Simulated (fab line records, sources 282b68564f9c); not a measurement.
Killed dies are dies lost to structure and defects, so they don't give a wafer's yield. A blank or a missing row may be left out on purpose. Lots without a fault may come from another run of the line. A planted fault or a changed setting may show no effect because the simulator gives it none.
fab line records | flow rit_cmos
record lots=6 wafers=18 last_day=7
route steps=202 shown PLDD@118 SPACER@125
lots that met no fault: from a run of the same line without faults
start_h: hours from the record's first day to the start of the lot's first wafer shown | wait_h: hours since the lot's step before | " the same as in the row above | L1.1+2: a row that stands for several wafers | - no value, or no start given | * or withheld: withheld | < > ~ a bound
route shown NAME@n: a module of which the file shows steps, and the number in the route of the first | usual: mean/standard deviation of fault-free wafers | same: alike in all rows | chamber/n: place in a boat | sites: the reading at each site | _std_site: their standard deviation | _edge_site: outer sites' mean less inner sites' | radius_mm: how far each site lies from the wafer's centre | mask NAME#n: copy n | behind: the tool/chamber that last shaped the wafer | hold: why the lot was held/for how many hours/how that ended | device: the transistor (n, p or np) that didn't switch | end of line: the same wafers' tests at the end of the route | a step without rows: its recipe alone | killed: dies lost to structure and defects at the first sort, not the wafer's yield | map: a wafer's dies, x killed, . not, _ none there
set.NAME: the setting as run; set.NAME@STEP: as run at that earlier step | model.NAME: the simulator's own value behind a step, which no gauge read
lots at some steps of the route; a table a step, a row a wafer
services: from which hour (start_h, from the record's first day; less than 0 if before it) a tool's chamber was out of use, for how many hours, and why
## steps
# step RIT_PLDD_PEB_04
# recipe resist=NOVOLAK temp_c=withheld time_s=withheld
# step RIT_PLDD_DEVELOP_05
# recipe resist=NOVOLAK develop_time_s=50 dev_temp_c=23
# step RIT_PLDD_OVL_MEAS_06
# usual PLDD_OVL=0.2/1.1
# columns lot.wafer tool chamber start_h wait_h PLDD_OVL[nm]
L728.3 overlay-01 - 71.86 - 0.1
L728.4 " - " " 0.0
L728.6 " - " " -1.5
L729.1 overlay-01 - 71.91 - 0.0
L729.2 " - " " 0.5
L729.4 " - " " -0.7
L737.2 overlay-02 - 108.33 - -0.2
L737.4 " - " " 0.2
L737.5 " - " " 2.4
L742.3 overlay-01 - 132.16 - 0.1
L742.4 " - " " -1.1
L742.5 " - " " 1.1
L745.3 overlay-02 - 148.85 - -0.4
L745.5 " - " " -0.3
L745.6 " - " " 0.4
L747.1 overlay-02 - 159.12 - -0.4
L747.2 " - " " 1.0
L747.4 " - " " 0.7
# step RIT_PLDD_HARDBAKE_07
# recipe resist=NOVOLAK temp_c=140 time_s=60
# step RIT_PLDD_IMPLANT_08
# recipe species=BF2 energy_kev=20 dose_cm2=9e+14 tilt_deg=7
# step RIT_PLDD_STRIP_09
# recipe chemistry=O2 time_s=180 resist=NOVOLAK platen_temp_c=withheld power_w=500 pressure_mtorr=4000 o2_flow_sccm=4000
# usual drypump_motor_current_A=5.6/0.36
# columns lot.wafer tool chamber start_h wait_h drypump_motor_current_A rf_hours_counter_h
L728.3 plasma_asher-03 0 72.24 0.1 5.5 -
L728.4 " 1 " " 5.5 -
L728.6 " 0 " " 5.5 -
L729.1 plasma_asher-04 1 72.27 0.1 5.3 44
L729.2 " 0 " " 6.0 44
L729.4 " 1 " " 5.3 -
L737.2 plasma_asher-04 1 108.66 0.1 5.3 48
L737.4 " 0 " " 6.0 -
L737.5 " 1 " " 5.3 -
L742.3 plasma_asher-03 0 132.58 0.1 5.5 -
L742.4 " 1 " " 5.5 -
L742.5 " 1 " " 5.5 -
L745.3 plasma_asher-04 1 149.23 0.1 5.3 -
L745.5 " 1 " " 5.3 -
L745.6 " 0 " " 6.0 -
L747.1 plasma_asher-03 0 159.46 0.1 5.5 40
L747.2 " 1 " " 5.5 40
L747.4 " 1 " " 5.5 -
# step RIT_PLDD_TW_MEAS_10
# usual PLDD_TW=2344/11
# columns lot.wafer tool chamber start_h wait_h PLDD_TW
L728.3 film_metro-03 - 72.38 0.1 2337
L728.4 " - " " 2342
L728.6 " - " " 2350
L729.1 film_metro-02 - 72.45 0.1 2333
L729.2 " - " " 2325
L729.4 " - " " 2343
L737.2 film_metro-02 - 108.85 0.1 2338
L737.4 " - " " 2345
L737.5 " - " " 2338
L742.3 film_metro-03 - 132.72 0.1 2348
L742.4 " - " " 2335
L742.5 " - " " 2340
L745.3 film_metro-04 - 149.37 0.1 2344
L745.5 " - " " 2366
L745.6 " - " " 2353
L747.1 film_metro-03 - 159.64 0.1 2351
L747.2 " - " " 2351
L747.4 " - " " 2346
# step RIT_SPACER_CLEAN_00
# recipe chemistry=SC1 mix=3:3:50 time_s=600 temp_c=75
# step RIT_SPACER_CLEAN_01
# recipe chemistry=dHF dilution=50:1 time_s=30
# step RIT_SPACER_CLEAN_02
# recipe chemistry=SC2 mix=3:3:50 time_s=600 temp_c=75 dry=n2_spin
# step RIT_SPACER_CVD_03
# recipe material=Si3N4 target_thk_nm=250 temp_c=810 precursor=SiH2Cl2/NH3 time_s=3300 pressure_mtorr=300 sih2cl2_flow_sccm=60 nh3_flow_sccm=150
# step RIT_SPACER_THK_MEAS_04
# recipe reads=Si3N4_of_SPACER_CVD_03
# usual SPACER_NITRIDE_THK=249.8/2.3
# columns lot.wafer tool chamber start_h wait_h SPACER_NITRIDE_THK[nm]
L728.3 film_metro-04 - 74.72 0.0 252.9
L728.4 " - " " 250.8
L728.6 " - " " 250.6
L729.1 film_metro-01 - 75.45 0.0 247.0
L729.2 " - " " 251.5
L729.4 " - " " 247.2
L737.2 film_metro-04 - 111.19 0.0 247.7
L737.4 " - " " 247.5
L737.5 " - " " 246.3
L742.3 film_metro-01 - 135.65 0.0 249.3
L742.4 " - " " 246.2
L742.5 " - " " 246.1
L745.3 film_metro-03 - 152.68 0.0 254.0
L745.5 " - " " 249.9
L745.6 " - " " 252.4
L747.1 film_metro-03 - 162.01 0.0 252.0
L747.2 " - " " 252.9
L747.4 " - " " 251.3
# step RIT_SPACER_ETCHBACK_05
# recipe target_depth_a=2500 SF6_flow_sccm=30 CHF3_flow_sccm=30 target=Si3N4 chemistry=SF6/CHF3 pressure_mtorr=40 rf_w=250 time_s=240 stop_on=SiO2
# usual CHF3_flow_sccm=30.00/0.082 SF6_flow_sccm=29.99/0.1 drypump_motor_current_A=5.7/0.48 oes_product_au=0.846/0.014 throttle_valve_pct=10.33/0.13
# columns lot.wafer tool chamber start_h wait_h CHF3_flow_sccm SF6_flow_sccm drypump_motor_current_A oes_product_au rf_hours_counter_h throttle_valve_pct model.poly-Si_of_GATE_CVD_08.thk_nm model.Si3N4_of_SPACER_CVD_03.thk_nm model.SiO2_of_FOX2_OXIDATION_00.thk_nm
L728.3 rie_diel-02 0 74.76 0.0 - - - - - - 234.7 253 224.9
L728.4 " 1 " " - - - - - - 235.8 250.6 224.8
L728.6 " 1 " " - - - - - - 236 250.7 218.8
L729.1 rie_diel-04 0 75.51 0.1 - - - - - - 234 246.9 224.4
L729.2 " 2 " " - - - - - - 234.1 251.4 224.3
L729.4 " 2 " " - - - - - - 231.1 247.1 225.7
L737.2 rie_diel-04 0 111.24 0.0 30.00 30.05 6.5 0.859 4 10.21 168.7 194.5 176.7
L737.4 " 3 " " 29.99 29.98 6.3 0.860 97 10.34 170 195.7 180.6
L737.5 " 0 " " 30.04 29.99 6.5 0.850 - 10.21 169.4 193.1 180.7
L742.3 rie_diel-04 1 135.69 0.0 30.14 30.06 5.9 0.846 1 10.31 169.8 195.2 174.1
L742.4 " 2 " " 30.12 29.98 6.0 0.841 - 10.53 170.1 192.7 173.2
L742.5 " 3 " " 30.05 30.22 6.3 0.857 - 10.33 172 194.6 178.7
L745.3 rie_diel-01 0 152.72 0.0 30.05 29.94 5.6 0.851 22 10.08 168.2 200.5 186.9
L745.5 " 3 " " 30.04 29.91 5.5 0.821 - 10.34 166.7 197.1 190.1
L745.6 " 0 " " 29.86 29.94 5.6 0.858 - 10.09 166.3 198.5 190.7
L747.1 rie_diel-04 1 162.07 0.1 29.98 30.02 5.9 0.856 2 10.30 161.5 197.5 180.4
L747.2 " 2 " " 30.00 29.95 6.1 0.854 143 10.54 161.6 197.4 174.6
L747.4 " 0 " " 30.02 30.10 6.5 0.858 5 10.21 161.1 196.7 180
## services
# columns tool chamber start_h hours kind
rie_diel-04 2 61.87 1.7 repair
rie_diel-04 1 74.37 - clean
rie_diel-04 1 74.37 12.3 scheduled_down
rie_diel-04 1 74.37 12.3 vent_cycle
rie_diel-02 1 82.89 - clean
rie_diel-02 1 82.89 17.1 scheduled_down
rie_diel-02 1 82.89 17.1 vent_cycle
rie_diel-01 1 91.23 - clean
rie_diel-01 1 91.23 23.0 scheduled_down
rie_diel-01 1 91.23 23.0 vent_cycle
rie_diel-02 2 96.00 14.4 repair
plasma_asher-04 - 99.22 2.8 pm
rie_diel-04 3 105.22 3.5 repair
plasma_asher-03 - 114.53 2.8 pm
rie_diel-02 - 117.91 2.8 pm
rie_diel-04 0 132.72 22.1 repair
## key
first_sign step=RIT_SPACER_ETCHBACK_05 reading=tool_record direction=missing
effect none on later readings
model_effect step=RIT_SPACER_ETCHBACK_05 value=poly-Si_of_GATE_CVD_08.thk_nm without=168.8 struck=234.3
met_at RIT_SPACER_ETCHBACK_05
struck_wafers L728.3,L728.4,L728.6,L729.1,L729.2,L729.4
later_rows_left_out L728.3,L728.4,L728.6,L729.1,L729.2,L729.4
sort_left_out L728.3,L728.4,L728.6,L729.1,L729.2,L729.4
tester_left_out L728,L729
fault kind=skipped_step_whole tool=rie_diel-02,rie_diel-04 chamber=- onset_h=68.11 steps=RIT_SPACER_ETCHBACK_05 scope=struck_lots_only
# tester_left_out: of these lots the tester's yield and bins aren't shown, on N5 and GAA mostly nor the transistor test; their killed dies are dies lost to structure and defects alone, not to doping, threshold or leakage, so they don't give the yield
# sort_left_out: the simulated sort isn't trusted on such a fault, so these wafers' sort isn't shown, and their yield isn't known
# later_rows_left_out: the simulator's readings of these wafers behind a module that went badly wrong aren't trusted and aren't shown, but for the sort
